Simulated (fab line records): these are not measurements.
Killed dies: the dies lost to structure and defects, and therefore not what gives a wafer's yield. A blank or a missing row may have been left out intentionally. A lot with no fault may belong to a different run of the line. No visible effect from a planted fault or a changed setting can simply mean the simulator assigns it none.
Code-filled problem report in 8D (eight disciplines) form | flow ritCmos | the parts of the form that need people (team, actions taken, sign-off) are left out

1. THE PROBLEM
FIELD_OXIDE_LEFT_2_THK at RIT_FOX2_THK_MEAS_91 reads a mean of 226 nm on 3 wafers of 1 lot; wafers without a fault read 253 nm with a standard deviation of 6. Measured from the usual mean, that is -4.6 standard deviations.
Earliest sighting: wafer L633.1 on filmMetro-04 at day 4 01:22. The record has a number at this step for 39 wafers belonging to 13 lots. By rule, "out" or "out of limits" means more than 4 standard deviations away from the usual mean. All remaining wafers that have a number are taken as sound.

2. WHAT IT IS, WHAT IT ISN'T
question                    | is                     | is not
which readings at this step | FIELD_OXIDE_LEFT_2_THK | -
which lots                  | L633                   | L625, L626, L628, L639, L641, L642, L643, L644, L645, L646, L647, L648
which wafers of those lots  | all that have a number | -
read on which gauges        | filmMetro-04           | filmMetro-01, filmMetro-02
when                        | from day 4 01:22       | up to then (9 sound wafers); but 27 sound wafers of L639, L641, L642, L643, L644, L645, L646, L647, L648 came after

3. SUSPECTS, AND WHAT RULES EACH OUT
Counting: a tool at any process step up to the reading remains a suspect when it ran all the lots that are out and ran no sound lot after the first of those.
- ruled out: the gauge at RIT_FOX2_THK_MEAS_91. All the wafers that are out were read on filmMetro-04, but those of them that RIT_GATE_CLEAN_04 has rows for are out there too, on other tools.
- wetBench-01 at RIT_GATE_CLEAN_04 (cleans in dHF, time 60 s): kept. It ran the lot that is out, L633 (day 4 01:21), and no sound lot after that; its last sound lot up to then is L628 (day 3 07:18). Its own runLengthS readings are out on those wafers.
Remaining after the count: wetBench-01 at RIT_GATE_CLEAN_04.

4. THE CAUSE (what the simulator had put in)
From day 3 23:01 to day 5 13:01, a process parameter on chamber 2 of wetBench-01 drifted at RIT_GATE_CLEAN_04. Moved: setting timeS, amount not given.
Counting left only this tool.

5. SEQUENCE OF EFFECTS, ordered by route
Each row: a reading whose mean over the struck wafers that have a number lies more than 3 standard deviations from the usual. Scope: only readings with a usual standard deviation given in the record; hours: median across lots of the time from each lot's start at the first step in this table that gives one to its start at this step; sigmas: change in usual standard deviations.
hours | step                 | reading                | usual  | on struck wafers | change | sigmas
0     | RIT_GATE_CLEAN_04    | runLengthS             | 89 s   | 328              | +239   | +68
0     | RIT_FOX2_THK_MEAS_91 | FIELD_OXIDE_LEFT_2_THK | 253 nm | 226              | -27    | -4.6
Here are the process steps it includes:
- RIT_GATE_CLEAN_04: cleans in dHF, time 60 s.

6. HOW IT WOULD HAVE BEEN CAUGHT EARLIER
In this record the first reading out of limits at a measuring or inspecting step was taken at day 4 01:22, 2 hours after the fault began at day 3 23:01.
The tool's own readings at RIT_GATE_CLEAN_04 were out on every struck wafer that the step has a row for (runLengthS): an alarm limit on them would have fired on the first of those.
Lots out: 1; all had begun RIT_GATE_CLEAN_04 on wetBench-01 by day 4 01:22. Had the tool been put on hold then, not one of them would have been saved.
